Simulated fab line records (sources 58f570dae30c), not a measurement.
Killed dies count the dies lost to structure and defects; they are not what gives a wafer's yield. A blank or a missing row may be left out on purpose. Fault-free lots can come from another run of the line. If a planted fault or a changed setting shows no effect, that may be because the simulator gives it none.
Which tool was responsible?	flow berkeleyCmos170	14 lots with 42 wafers sampled at 2 steps, on a route of 331 steps

## WHAT THE GAUGES READ, wafer by wafer
UCB170_V2_CD_MEAS_12: the cd target is 700 nm. Usual: cdNm 700.4 nm, standard deviation 1.4.
lot	measured	on	cdNm (nm)	flag
L112	day 7 01:26	cdSem-01	700.1 701.2 700.8	
L113	day 7 16:55	cdSem-02	701.2 701.7 700.8	
L118	day 8 07:32	cdSem-01	698.9 701.1 699.7	
L114	day 8 08:07	cdSem-02	699.7 701.0 701.8	
L117	day 8 08:08	cdSem-01	701.3 700.9 702.6	
L116	day 8 08:52	cdSem-01	699.1 699.9 698.0	
L120	day 8 13:14	cdSem-02	698.2 698.2 697.2	
L121	day 9 01:30	cdSem-01	700.3 700.8 701.4	
L125	day 10 10:43	cdSem-02	702.0 701.0 701.8	
L127	day 10 10:50	cdSem-01	717.3 701.7 699.9	OFF
L126	day 10 11:03	cdSem-02	711.7 702.1 734.7	OFF
L130	day 11 08:56	cdSem-01	701.0 699.7 699.7	
L131	day 11 18:29	cdSem-02	701.0 699.4 698.7	
L135	day 12 04:16	cdSem-02	701.3 700.1 700.1	

## WHICH TOOL RAN EACH LOT (tool, then ch and the chambers of the sampled wafers, then the start)
lot	UCB170_V2_EXPOSE_09
L112	krfScanner-01 ch 0, day 7 01:02
L113	krfScanner-01 ch 0, day 7 16:32
L118	krfScanner-02 ch 0, day 8 06:14
L114	krfScanner-02 ch 0, day 8 06:53
L117	krfScanner-01 ch 0, day 8 07:22
L116	krfScanner-02 ch 0, day 8 07:40
L120	krfScanner-02 ch 0, day 8 12:42
L121	krfScanner-01 ch 0, day 9 01:07
L125	krfScanner-02 ch 0, day 10 09:56
L127	krfScanner-01 ch 0, day 10 10:12
L126	krfScanner-01 ch 0, day 10 10:21
L130	krfScanner-02 ch 0, day 11 08:32
L131	krfScanner-02 ch 0, day 11 17:44
L135	krfScanner-02 ch 0, day 12 03:27
- UCB170_V2_EXPOSE_09: exposes mask VIA2, target cd 700 nm.

## AS READ BY THE TOOLS THEMSELVES (means over the sampled wafers that have a number; for cases with no such wafer, the mark the record gives instead)
UCB170_V2_EXPOSE_09. Usual: exposureDoseMJCm2 36.98, standard deviation 0.038.
lot	tool	exposureDoseMJCm2	flag
L112	krfScanner-01	36.97	
L113	krfScanner-01	36.97	
L118	krfScanner-02	36.97	
L114	krfScanner-02	37.04	
L117	krfScanner-01	37.00	
L116	krfScanner-02	36.97	
L120	krfScanner-02	36.99	
L121	krfScanner-01	36.99	
L125	krfScanner-02	36.93	
L127	krfScanner-01	36.21	OFF
L126	krfScanner-01	36.23	OFF
L130	krfScanner-02	36.99	
L131	krfScanner-02	36.98	
L135	krfScanner-02	36.90	

## THE ANSWER, worked out from the rows above alone
Rule: a lot counts as off when the mean over its wafers that have a number is more than 3 standard deviations away from the usual mean. A lot without any number at a reading at which 4 lots or more have one is off too. Any other lot the step has rows for is counted as sound. After the gauges, taken in route order, come the tools' own readings; for these a lot's mean is taken, as printed above. At the first step where some lot is off, the reading lying furthest off is the one used; lots without a number count as furthest.
Off: L127, L126 (UCB170_V2_CD_MEAS_12, cdNm).
If a tool, at a process step before that reading, ran all the lots that are off and no sound lot after the first of them, it fits. The gauges at UCB170_V2_CD_MEAS_12 aren't tried: what is off there is off at UCB170_V2_EXPOSE_09 too, on other tools, and a gauge's error can't cause that. One fits: krfScanner-01 at UCB170_V2_EXPOSE_09. A fault onset in the window from L121 (day 9 01:07, its last sound lot) to L127 (day 10 10:12, its first lot off) fits.
The tool's own readings at UCB170_V2_EXPOSE_09 bear it out: on the lots that are off they differ by more than 5 times the standard deviation of the sound lots' means. exposureDoseMJCm2 reads 36.22 there against 36.98 on the sound lots.

## WHAT THE SIMULATOR HAD INSERTED
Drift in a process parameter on krfScanner-01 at UCB170_V2_EXPOSE_09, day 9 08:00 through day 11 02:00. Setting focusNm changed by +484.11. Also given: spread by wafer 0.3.
Struck lots among those shown: L127, L126. Same finding as the rule above.
